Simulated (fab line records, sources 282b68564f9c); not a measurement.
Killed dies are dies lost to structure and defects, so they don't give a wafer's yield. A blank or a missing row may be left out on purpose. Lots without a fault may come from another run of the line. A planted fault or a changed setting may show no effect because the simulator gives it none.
fab line records | flow rit_cmos
record lots=6 wafers=18 last_day=7
route steps=202 shown NWELL@28 PWELL@39
lots that met no fault: from a run of the same line without faults
start_h: hours from the record's first day to the start of the lot's first wafer shown | wait_h: hours since the lot's step before | " the same as in the row above | L1.1+2: a row that stands for several wafers | - no value, or no start given | * or withheld: withheld | < > ~ a bound
route shown NAME@n: a module of which the file shows steps, and the number in the route of the first | usual: mean/standard deviation of fault-free wafers | same: alike in all rows | chamber/n: place in a boat | sites: the reading at each site | _std_site: their standard deviation | _edge_site: outer sites' mean less inner sites' | radius_mm: how far each site lies from the wafer's centre | mask NAME#n: copy n | behind: the tool/chamber that last shaped the wafer | hold: why the lot was held/for how many hours/how that ended | device: the transistor (n, p or np) that didn't switch | end of line: the same wafers' tests at the end of the route | a step without rows: its recipe alone | killed: dies lost to structure and defects at the first sort, not the wafer's yield | map: a wafer's dies, x killed, . not, _ none there
set.NAME: the setting as run; set.NAME@STEP: as run at that earlier step | model.NAME: the simulator's own value behind a step, which no gauge read
lots at some steps of the route; a table a step, a row a wafer
services: from which hour (start_h, from the record's first day; less than 0 if before it) a tool's chamber was out of use, for how many hours, and why
## steps
# step RIT_NWELL_HMDS_00
# recipe prime_time_s=60 prime_temp_c=140
# step RIT_NWELL_COAT_01
# recipe resist=NOVOLAK spin_rpm=2000 resist_thk_nm=1300
# step RIT_NWELL_SOFTBAKE_02
# recipe resist=NOVOLAK temp_c=90 time_s=60
# step RIT_NWELL_EXPOSE_03
# recipe mask_id=M2 na=0.57 target_cd_nm=43900 dose_mj=250
# step RIT_NWELL_PEB_04
# recipe resist=NOVOLAK temp_c=withheld time_s=withheld
# step RIT_NWELL_DEVELOP_05
# recipe resist=NOVOLAK develop_time_s=68 dev_temp_c=23
# step RIT_NWELL_OVL_MEAS_06
# usual NWELL_OVL=1.2/1.5
# columns lot.wafer tool chamber start_h wait_h NWELL_OVL[nm]
L548.2 overlay-01 - 21.35 - -0.2
L548.4 " - " " 1.4
L548.5 " - " " 0.9
L550.1 overlay-02 - 32.64 - 0.0
L550.5 " - " " 1.9
L550.6 " - " " 0.1
L553.1 overlay-02 - 45.25 - 0.2
L553.5 " - " " 1.4
L553.6 " - " " 1.0
L554.1 overlay-01 - 50.13 - 0.0
L554.2 " - " " 0.0
L554.4 " - " " 0.4
L562.2 overlay-01 - 91.40 - -0.6
L562.4 " - " " 1.2
L562.5 " - " " 0.1
L570.1 overlay-01 - 130.43 - -1.5
L570.3 " - " " -1.1
L570.6 " - " " -0.1
# step RIT_NWELL_HARDBAKE_07
# recipe resist=NOVOLAK temp_c=139.4 time_s=120
# step RIT_NWELL_IMPLANT_08
# recipe species=P energy_kev=170 dose_cm2=5e+13 tilt_deg=7
# step RIT_NWELL_STRIP_09
# recipe chemistry=O2 time_s=180 resist=NOVOLAK platen_temp_c=withheld power_w=500 pressure_mtorr=4000 o2_flow_sccm=4000
# usual drypump_motor_current_A=5.81/0.19
# columns lot.wafer tool chamber start_h wait_h drypump_motor_current_A rf_hours_counter_h
L548.2 plasma_asher-03 1 21.78 0.1 5.86 35
L548.4 " 1 " " 5.84 -
L548.5 " 1 " " 5.84 -
L550.1 plasma_asher-03 1 33.08 0.1 5.86 37
L550.5 " 1 " " 5.85 -
L550.6 " 0 " " 5.94 -
L553.1 plasma_asher-03 0 45.69 0.1 5.94 38
L553.5 " 0 " " 5.97 -
L553.6 " 1 " " 5.85 -
L554.1 plasma_asher-02 0 50.56 0.1 5.90 42
L554.2 " 1 " " 5.83 42
L554.4 " 0 " " 5.92 -
L562.2 plasma_asher-03 0 91.83 0.1 5.97 43
L562.4 " 0 " " 5.95 -
L562.5 " 1 " " 5.83 -
L570.1 plasma_asher-02 1 130.86 0.1 5.83 2
L570.3 " 1 " " 5.82 -
L570.6 " 1 " " 5.80 -
# step RIT_NWELL_TW_MEAS_10
# usual NWELL_TW=2162/11
# columns lot.wafer tool chamber start_h wait_h NWELL_TW
L548.2 film_metro-03 - 21.97 0.1 2153
L548.4 " - " " 2166
L548.5 " - " " 2164
L550.1 film_metro-01 - 33.25 0.1 2152
L550.5 " - " " 2154
L550.6 " - " " 2157
L553.1 film_metro-02 - 45.86 0.1 2152
L553.5 " - " " 2167
L553.6 " - " " 2150
L554.1 film_metro-01 - 50.74 0.1 2145
L554.2 " - " " 2146
L554.4 " - " " 2143
L562.2 film_metro-03 - 92.02 0.1 2159
L562.4 " - " " 2172
L562.5 " - " " 2153
L570.1 film_metro-03 - 131.04 0.1 2164
L570.3 " - " " 2162
L570.6 " - " " 2171
# step RIT_PWELL_HMDS_00
# recipe prime_time_s=60 prime_temp_c=140
# step RIT_PWELL_COAT_01
# recipe resist=NOVOLAK spin_rpm=1959 resist_thk_nm=1300
# usual chill_plate_temp_C=22.99/0.11 dispense_pressure_kPa=47.8/2.1
# columns lot.wafer tool chamber start_h wait_h chill_plate_temp_C dispense_pressure_kPa
L548.2 litho_track-01 0 22.29 0.1 22.93 45.1
L548.4 " 0 " " 22.86 45.1
L548.5 " 0 " " 23.10 45.1
L550.1 litho_track-03 0 33.46 0.1 22.88 49.3
L550.5 " 0 " " 23.01 49.3
L550.6 " 0 " " 23.16 49.3
L553.1 litho_track-03 - 46.07 0.1 - -
L553.5 " - " " - -
L553.6 " - " " - -
L554.1 litho_track-03 - 51.10 0.1 - -
L554.2 " - " " - -
L554.4 " - " " - -
L562.2 litho_track-04 0 92.24 0.1 23.14 49.5
L562.4 " 0 " " 23.14 49.5
L562.5 " 0 " " 23.19 49.5
L570.1 litho_track-01 0 131.25 0.1 22.92 45.1
L570.3 " 0 " " 22.98 45.1
L570.6 " 0 " " 23.20 45.1
# step RIT_PWELL_SOFTBAKE_02
# recipe resist=NOVOLAK temp_c=90 time_s=60
# step RIT_PWELL_EXPOSE_03
# recipe mask_id=M3 na=0.57 target_cd_nm=43700 dose_mj=250
# step RIT_PWELL_PEB_04
# recipe resist=NOVOLAK temp_c=withheld time_s=withheld
# step RIT_PWELL_DEVELOP_05
# recipe resist=NOVOLAK develop_time_s=68 dev_temp_c=23
# step RIT_PWELL_OVL_MEAS_06
# usual PWELL_OVL=-0.2/1.3
# columns lot.wafer tool chamber start_h wait_h PWELL_OVL[nm]
L548.2 overlay-02 - 23.00 - 0.6
L548.4 " - " " 0.8
L548.5 " - " " 0.5
L550.1 overlay-02 - 34.33 - 1.1
L550.5 " - " " 1.3
L550.6 " - " " 1.4
L553.1 overlay-01 - 47.01 - -
L553.5 " - " " -
L553.6 " - " " -
L554.1 overlay-02 - 51.95 - -
L554.2 " - " " -
L554.4 " - " " -
L562.2 overlay-02 - 92.95 - -1.2
L562.4 " - " " -1.2
L562.5 " - " " 0.4
L570.1 overlay-02 - 131.98 - -1.7
L570.3 " - " " -2.1
L570.6 " - " " -2.1
# step RIT_PWELL_HARDBAKE_07
# recipe resist=NOVOLAK temp_c=140 time_s=120
## services
# columns tool chamber start_h hours kind
plasma_asher-02 - 108.75 9.0 pm
plasma_asher-02 0 108.75 9.0 vent_cycle
plasma_asher-02 1 108.75 9.0 vent_cycle
plasma_asher-02 0 117.75 - clean
plasma_asher-02 1 117.75 - clean
## key
first_sign step=RIT_PWELL_COAT_01 reading=tool_record direction=missing
effect step=RIT_PWELL_OVL_MEAS_06 reading=PWELL_OVL direction=missing
met_at RIT_PWELL_COAT_01
struck_wafers L553.1,L553.5,L553.6,L554.1,L554.2,L554.4
sort_left_out L553.1,L553.5,L553.6,L554.1,L554.2,L554.4
tester_left_out L553,L554
onset_between 33.46 46.07
fault kind=skipped_step_whole tool=litho_track-03 chamber=- onset_h=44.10 steps=RIT_PWELL_COAT_01 scope=struck_lots_only
# tester_left_out: of these lots the tester's yield and bins aren't shown, on N5 and GAA mostly nor the transistor test; their killed dies are dies lost to structure and defects alone, not to doping, threshold or leakage, so they don't give the yield
# sort_left_out: the simulated sort isn't trusted on such a fault, so these wafers' sort isn't shown, and their yield isn't known
